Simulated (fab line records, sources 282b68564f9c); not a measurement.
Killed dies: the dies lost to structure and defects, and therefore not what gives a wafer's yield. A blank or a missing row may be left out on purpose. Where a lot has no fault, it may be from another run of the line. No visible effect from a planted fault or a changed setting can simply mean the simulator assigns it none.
Which tool did it? | flow rit cmos | 14 lots with 42 wafers sampled at 2 steps, on a route of 202 steps

WHAT THE GAUGES SHOWED, per wafer
No reading from a measuring or inspecting step in the record can be judged against a usual standard deviation.

WHAT TOOL EACH LOT RAN ON (gives the tool, then ch and the chambers of the sampled wafers, and finally the start)
lot  | RIT_PRETRO_IMPLANT_08          | RIT_M1_PROBE_99
L240 | implanter-04 ch 0, day 2 11:35 | -
L244 | implanter-03 ch 0, day 3 09:58 | -
L245 | implanter-03 ch 0, day 3 12:34 | -
L246 | implanter-02 ch 0, day 3 18:57 | prober-02, day 4 23:17
L247 | implanter-02 ch 0, day 4 05:11 | -
L248 | implanter-03 ch 0, day 4 10:25 | -
L250 | implanter-03 ch 0, day 4 17:54 | -
L251 | implanter-02 ch 0, day 4 20:05 | -
L252 | implanter-03 ch 0, day 5 00:01 | -
L254 | implanter-02 ch 0, day 5 12:25 | prober-02, day 6 16:40
L259 | implanter-03 ch 0, day 6 10:59 | -
L260 | implanter-04 ch 0, day 6 16:09 | -
L261 | implanter-04 ch 0, day 6 21:50 | prober-01, day 8 00:28
L262 | implanter-02 ch 0, day 7 02:59 | -
- RIT_PRETRO_IMPLANT_08
- RIT_M1_PROBE_99

AS READ BY THE TOOLS THEMSELVES (means over the sampled wafers that have a number; for cases with no such wafer, the mark the record gives instead)
RIT_PRETRO_IMPLANT_08. Usual: dose ions cm2 1.2004e+13, standard deviation 1.4e+10; tilt deg 7.003 degrees, standard deviation 0.021.
lot  | tool         | dose ions cm2 | tilt deg (degrees) | flag
L240 | implanter-04 | 1.2017e+13    | 7.006              |
L244 | implanter-03 | 1.1997e+13    | 7.019              |
L245 | implanter-03 | 1.2022e+13    | 7.029              |
L246 | implanter-02 | 1.1999e+13    | 7.003              |
L247 | implanter-02 | 1.2008e+13    | 7.009              |
L248 | implanter-03 | 1.2005e+13    | 7.012              |
L250 | implanter-03 | 1.2019e+13    | 6.973              |
L251 | implanter-02 | 1.2007e+13    | 6.991              |
L252 | implanter-03 | 1.1996e+13    | 5.248              | OFF
L254 | implanter-02 | 1.2000e+13    | 6.985              |
L259 | implanter-03 | 1.2017e+13    | 5.258              | OFF
L260 | implanter-04 | 1.1982e+13    | 7.028              |
L261 | implanter-04 | 1.1997e+13    | 7.023              |
L262 | implanter-02 | 1.2011e+13    | 7.022              |

RIT_M1_PROBE_99. Usual: killed at contacts 0.1, standard deviation 0.27; killed at front end 7, standard deviation 3; killed dies 7.0, standard deviation 3; killed open 3.5, standard deviation 2.1; killed short 3.4, standard deviation 1.9.
lot  | tool      | killed at contacts | killed at front end | killed dies | killed open | killed short | flag
L246 | prober-02 | 0.0                | 8                   | 7.7         | 3.3         | 4.3          |
L254 | prober-02 | 0.0                | 7                   | 6.7         | 3.7         | 3.0          |
L261 | prober-01 | 0.0                | 7                   | 6.7         | 3.7         | 3.0          |

THE ANSWER, worked out from the rows above alone
Rule: a lot counts as off when the mean over its wafers that have a number is more than 3 standard deviations away from the usual mean. Also off: a lot with no number at a reading for which 4 or more lots have one. The other lots that the step has rows for count as sound. First the gauges in route order, then the tools' own readings, where a lot's mean is used as printed above. The first step at which some lot is off is used, and at that step the reading that is off furthest; a lot without a number counts as furthest.
Off at RIT_PRETRO_IMPLANT_08 (tilt deg): L252, L259.
A tool fits if, at that step or a process step before it, it ran every lot that is off, and no sound lot after the first of them. One candidate fits, namely implanter-03 at RIT_PRETRO_IMPLANT_08. Its last sound lot is L250 (day 4 17:54), its first lot that is off L252 (day 5 00:01): a fault that began between those two fits.
The tool's own readings at RIT_PRETRO_IMPLANT_08 bear it out: on the lots that are off they differ by more than 5 times the standard deviation of the sound lots' means. tilt deg reads 5.253 degrees there against 7.008 degrees on the sound lots.

WHAT HAD BEEN PUT IN BY THE SIMULATOR
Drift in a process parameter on implanter-03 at RIT_PRETRO_IMPLANT_08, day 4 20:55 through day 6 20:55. A move of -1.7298 in setting tilt deg, from 7. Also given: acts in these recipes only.
Struck lots among those shown: L252, L259. The rule above found the same.
